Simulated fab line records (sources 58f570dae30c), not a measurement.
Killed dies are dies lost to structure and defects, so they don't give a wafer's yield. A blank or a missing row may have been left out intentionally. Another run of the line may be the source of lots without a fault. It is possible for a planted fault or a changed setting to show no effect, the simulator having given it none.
fab line records -- flow berkeley_cmos170 -- part 2 of 2: steps 28 to 36 of 36
[record] lots = 5, wafers = 15, last_day = 13
route steps=331 shown FIELD@92 SACOX@97 SCREENOX@100 NVT@104 PVT@115 GATE@125
lots untouched by any fault: they come from a run of this same line in which no faults occurred
start_h: hours from the record's first day to the start of the lot's first wafer shown -- wait_h: time in hours since the lot's previous step -- " the same as in the row above -- L1.1+2: a row that stands for several wafers -- - no value present, or no start provided -- * or withheld: withheld -- < > ~ a bound
route shown NAME@n: names a module that has steps shown in the file, with the first one's number in the route -- usual: mean/standard deviation taken from wafers without a fault -- same: alike in all rows -- chamber/n: place in a boat -- sites: the reading at each site -- _std_site: standard deviation across them -- _edge_site: outer sites' mean less inner sites' -- radius_mm: how far each site lies from the wafer's centre -- mask NAME#n: copy n -- behind: the most recent tool/chamber to have shaped the wafer -- hold: cause of the lot's hold/its duration in hours/its outcome -- device: whichever transistor did not switch (one of n, p or np) -- end of line: at the end of the route, the tests of the same wafers -- where a step has no rows: the recipe by itself -- killed: not the wafer's yield, but the dies lost to structure and defects at the first sort -- map: a wafer's dies, x killed, . not, _ none there
set.NAME: the run value of the setting; set.NAME@STEP: its run value at that earlier step -- model.NAME: the simulator's own value behind a step, which no gauge read
lots at selected steps of the route; one table per step, one row per wafer
services: a tool's chamber out of use, with start hour (start_h, from the record's first day; less than 0 if before it), hours out, and reason
[[steps]]
[step UCB170_PVT_PEB_04]
[recipe] peb_temp_c = 130, peb_time_s = withheld, resist = KrF
[usual] chill_plate_temp_C = 22.99/0.12
lot.wafer,tool,chamber,start_h,wait_h,chill_plate_temp_C
L077.1,litho_track-02,0,160.84,0.2,22.73
L077.4,litho_track-02,0,160.84,0.2,22.97
L077.6,litho_track-02,0,160.84,0.2,22.78
L078.1,litho_track-04,0,161.66,0.2,22.89
L078.2,litho_track-04,0,161.66,0.2,22.96
L078.3,litho_track-04,0,161.66,0.2,23.01
L089.3,litho_track-03,0,196.09,0.3,23.04
L089.4,litho_track-03,0,196.09,0.3,22.99
L089.6,litho_track-03,0,196.09,0.3,22.84
L092.1,litho_track-04,0,242.60,0.7,22.91
L092.2,litho_track-04,0,242.60,0.7,22.70
L092.5,litho_track-04,0,242.60,0.7,22.74
L091.1,litho_track-03,0,242.78,0.7,23.26
L091.5,litho_track-03,0,242.78,0.7,23.13
L091.6,litho_track-03,0,242.78,0.7,22.89
[step UCB170_PVT_DEVELOP_05]
[recipe] developer = TMAH, develop_time_s = 45, resist = KrF, dev_temp_c = 21
[usual] chill_plate_temp_C = 23.00/0.1
lot.wafer,tool,chamber,start_h,wait_h,chill_plate_temp_C
L077.1,litho_track-02,0,-,-,22.96
L077.4,litho_track-02,0,-,-,22.79
L077.6,litho_track-02,0,-,-,23.01
L078.1,litho_track-04,0,-,-,23.00
L078.2,litho_track-04,0,-,-,23.07
L078.3,litho_track-04,0,-,-,22.94
L089.3,litho_track-03,0,-,-,22.88
L089.4,litho_track-03,0,-,-,22.96
L089.6,litho_track-03,0,-,-,22.90
L092.1,litho_track-04,0,-,-,22.73
L092.2,litho_track-04,0,-,-,22.89
L092.5,litho_track-04,0,-,-,22.89
L091.1,litho_track-03,0,-,-,22.88
L091.5,litho_track-03,0,-,-,23.04
L091.6,litho_track-03,0,-,-,22.91
[step UCB170_PVT_OVL_MEAS_06]
[usual] PVT_OVL = -1/4.9
lot.wafer,tool,chamber,start_h,wait_h,PVT_OVL[nm]
L077.1,overlay-01,-,161.11,-,-10
L077.4,overlay-01,-,161.11,-,-11
L077.6,overlay-01,-,161.11,-,-12
L078.1,overlay-02,-,161.93,-,-3
L078.2,overlay-02,-,161.93,-,-1
L078.3,overlay-02,-,161.93,-,-1
L089.3,overlay-02,-,196.33,-,3
L089.4,overlay-02,-,196.33,-,4
L089.6,overlay-02,-,196.33,-,9
L092.1,overlay-01,-,242.88,-,1
L092.2,overlay-01,-,242.88,-,-3
L092.5,overlay-01,-,242.88,-,-6
L091.1,overlay-02,-,243.06,-,3
L091.5,overlay-02,-,243.06,-,-3
L091.6,overlay-02,-,243.06,-,-3
[step UCB170_PVT_IMPLANT_07]
[recipe] species = P, dose_cm2 = 2e+12, energy_kev = 30, tilt_deg = 7
[usual] dose_ions_cm2 = 1.9998e+12/2e+09, tilt_deg = 6.996/0.019
lot.wafer,tool,chamber,start_h,wait_h,dose_ions_cm2,tilt_deg
L077.1,implanter-03,0,161.15,0.0,1.9981e+12,6.999
L077.4,implanter-03,0,161.15,0.0,1.9992e+12,6.992
L077.6,implanter-03,0,161.15,0.0,1.9995e+12,7.002
L078.1,implanter-02,0,161.97,0.0,2e+12,7.009
L078.2,implanter-02,0,161.97,0.0,1.9996e+12,6.997
L078.3,implanter-02,0,161.97,0.0,1.998e+12,7.014
L089.3,implanter-02,0,196.41,0.1,1.9958e+12,6.961
L089.4,implanter-02,0,196.41,0.1,1.999e+12,7.003
L089.6,implanter-02,0,196.41,0.1,1.9988e+12,6.969
L092.1,implanter-04,0,242.91,0.0,1.9997e+12,7.029
L092.2,implanter-04,0,242.91,0.0,1.9981e+12,6.987
L092.5,implanter-04,0,242.91,0.0,1.9971e+12,7.010
L091.1,implanter-04,0,243.09,0.0,1.9998e+12,6.993
L091.5,implanter-04,0,243.09,0.0,1.9979e+12,7.008
L091.6,implanter-04,0,243.09,0.0,1.9988e+12,6.974
[step UCB170_PVT_STRIP_08]
[recipe] chemistry = O2, power_w = 400, pressure_mtorr = 3500, platen_temp_c = withheld, o2_flow_sccm = 400, overash_fraction = 0.5
[usual] drypump_motor_current_A = 5.8/0.48, oes_product_au = 0.734/0.0049, strip_time_to_endpoint_s = 21.59/0.062
lot.wafer,tool,chamber,start_h,wait_h,drypump_motor_current_A,oes_product_au,rf_hours_counter_h,strip_time_to_endpoint_s
L077.1,plasma_asher-03,0,161.30,0.1,5.0,0.734,5,21.60
L077.4,plasma_asher-03,1,161.30,0.1,5.7,0.734,-,21.63
L077.6,plasma_asher-03,0,161.30,0.1,5.0,0.734,-,21.54
L078.1,plasma_asher-01,0,162.12,0.1,6.2,0.731,44,21.64
L078.2,plasma_asher-01,1,162.12,0.1,6.4,0.742,44,21.66
L078.3,plasma_asher-01,1,162.12,0.1,6.4,0.730,-,21.71
L089.3,plasma_asher-03,0,196.54,0.1,5.0,0.732,-,21.71
L089.4,plasma_asher-03,1,196.54,0.1,5.7,0.730,-,21.70
L089.6,plasma_asher-03,0,196.54,0.1,5.0,0.735,-,21.76
L092.1,plasma_asher-03,0,243.06,0.1,5.0,0.739,14,21.70
L092.2,plasma_asher-03,1,243.06,0.1,5.7,0.740,14,21.69
L092.5,plasma_asher-03,0,243.06,0.1,5.0,0.735,-,21.66
L091.1,plasma_asher-01,0,243.24,0.1,6.2,0.728,52,21.59
L091.5,plasma_asher-01,0,243.24,0.1,6.2,0.734,-,21.58
L091.6,plasma_asher-01,1,243.24,0.1,6.4,0.729,-,21.57
[step UCB170_PVT_TW_MEAS_09]
[usual] PVT_TW = 506/4.7
lot.wafer,tool,chamber,start_h,wait_h,PVT_TW
L077.1,film_metro-04,-,161.40,0.1,502
L077.4,film_metro-04,-,161.40,0.1,500
L077.6,film_metro-04,-,161.40,0.1,505
L078.1,film_metro-02,-,162.22,0.1,499
L078.2,film_metro-02,-,162.22,0.1,497
L078.3,film_metro-02,-,162.22,0.1,497
L089.3,film_metro-04,-,196.63,0.1,501
L089.4,film_metro-04,-,196.63,0.1,501
L089.6,film_metro-04,-,196.63,0.1,501
L092.1,film_metro-03,-,243.16,0.1,513
L092.2,film_metro-03,-,243.16,0.1,511
L092.5,film_metro-03,-,243.16,0.1,511
L091.1,film_metro-04,-,243.34,0.1,501
L091.5,film_metro-04,-,243.34,0.1,507
L091.6,film_metro-04,-,243.34,0.1,503
[step UCB170_GATE_WET_ETCH_00]
[recipe] chemistry = dHF, dilution = 25:1, target = SiO2, temp_c = 25, time_s = 200
[same] time_s = 200
lot.wafer,tool,chamber,start_h,wait_h
L077.1+4+6,wet_bench-04,3,161.46,0.1
L078.1+2+3,wet_bench-01,0,162.28,0.1
L089.3+4+6,wet_bench-01,0,196.67,0.0
L092.1+2+5,wet_bench-03,2,243.35,0.2
L091.1+5+6,wet_bench-03,2,243.59,0.2
[step UCB170_FIELD_THK_MEAS_91]
[recipe] reads = SiO2_of_FIELD_OXIDATION_01
[usual] FIELD_OXIDE_LEFT_2_THK = 355/9.6
lot.wafer,tool,chamber,start_h,wait_h,FIELD_OXIDE_LEFT_2_THK[nm]
L077.1,film_metro-03,-,161.52,0.0,356
L077.4,film_metro-03,-,161.52,0.0,364
L077.6,film_metro-03,-,161.52,0.0,363
L078.1,film_metro-03,-,162.34,0.0,347
L078.2,film_metro-03,-,162.34,0.0,349
L078.3,film_metro-03,-,162.34,0.0,352
L089.3,film_metro-03,-,196.75,0.0,353
L089.4,film_metro-03,-,196.75,0.0,344
L089.6,film_metro-03,-,196.75,0.0,343
L092.1,film_metro-03,-,243.41,0.0,362
L092.2,film_metro-03,-,243.41,0.0,361
L092.5,film_metro-03,-,243.41,0.0,366
L091.1,film_metro-04,-,243.65,0.0,352
L091.5,film_metro-04,-,243.65,0.0,348
L091.6,film_metro-04,-,243.65,0.0,357
[step UCB170_GATE_OXIDATION_01]
[recipe] temp_c = 850, ambient = O2, target_thk_a = 66, ox_time_s = 1800
[usual] spike_tc_source_C = 871.7/1.4, zone_power_load_pct = 23.3/1.3
[same] ox_time_s = 1800
lot.wafer,tool,chamber,start_h,wait_h,spike_tc_source_C,zone_power_load_pct
L077.1,furnace-04,0,168.50,7.0,874.8,21.2
L077.4,furnace-04,0,168.50,7.0,872.8,21.3
L077.6,furnace-04,0,168.50,7.0,874.0,21.3
L078.1,furnace-04,0,168.50,6.1,873.5,21.5
L078.2,furnace-04,0,168.50,6.1,873.0,21.5
L078.3,furnace-04,0,168.50,6.1,874.6,21.6
L089.3,furnace-01,0,206.99,10.2,870.2,24.4
L089.4,furnace-01,0,206.99,10.2,869.6,24.1
L089.6,furnace-01,0,206.99,10.2,871.9,24.9
L091.1,furnace-04,0,247.50,3.8,872.1,21.9
L091.5,furnace-04,0,247.50,3.8,872.4,21.4
L091.6,furnace-04,0,247.50,3.8,874.7,21.7
L092.1,furnace-04,0,247.50,4.1,873.3,21.8
L092.2,furnace-04,0,247.50,4.1,871.2,21.7
L092.5,furnace-04,0,247.50,4.1,872.3,21.7
[[services]]
tool,chamber,start_h,hours,kind
implanter-01,-,115.21,1.2,repair
implanter-02,-,117.01,6.5,repair
implanter-04,-,118.68,4.2,pm
furnace-02,-,127.31,3.2,pm
implanter-04,-,140.16,1.0,repair
wet_bench-02,-,140.39,1.8,repair
plasma_asher-01,-,141.74,0.5,repair
implanter-04,-,153.53,40.4,repair
implanter-01,-,155.50,2.0,repair
krf_scanner-02,-,155.81,0.8,pm
krf_scanner-02,-,174.11,3.6,pm
furnace-04,-,176.95,3.3,pm
implanter-04,-,179.68,2.7,repair
implanter-04,-,182.38,1.1,repair
krf_scanner-01,-,182.79,0.8,pm
implanter-01,-,187.38,9.7,repair
krf_scanner-01,-,188.62,1.0,pm
furnace-04,-,191.98,24.1,pm
wet_bench-03,-,207.06,20.4,repair
krf_scanner-01,-,211.06,1.3,pm
krf_scanner-02,-,212.36,1.0,pm
implanter-04,-,224.54,1.1,repair
krf_scanner-01,-,233.65,0.5,repair
krf_scanner-01,-,242.63,0.8,pm
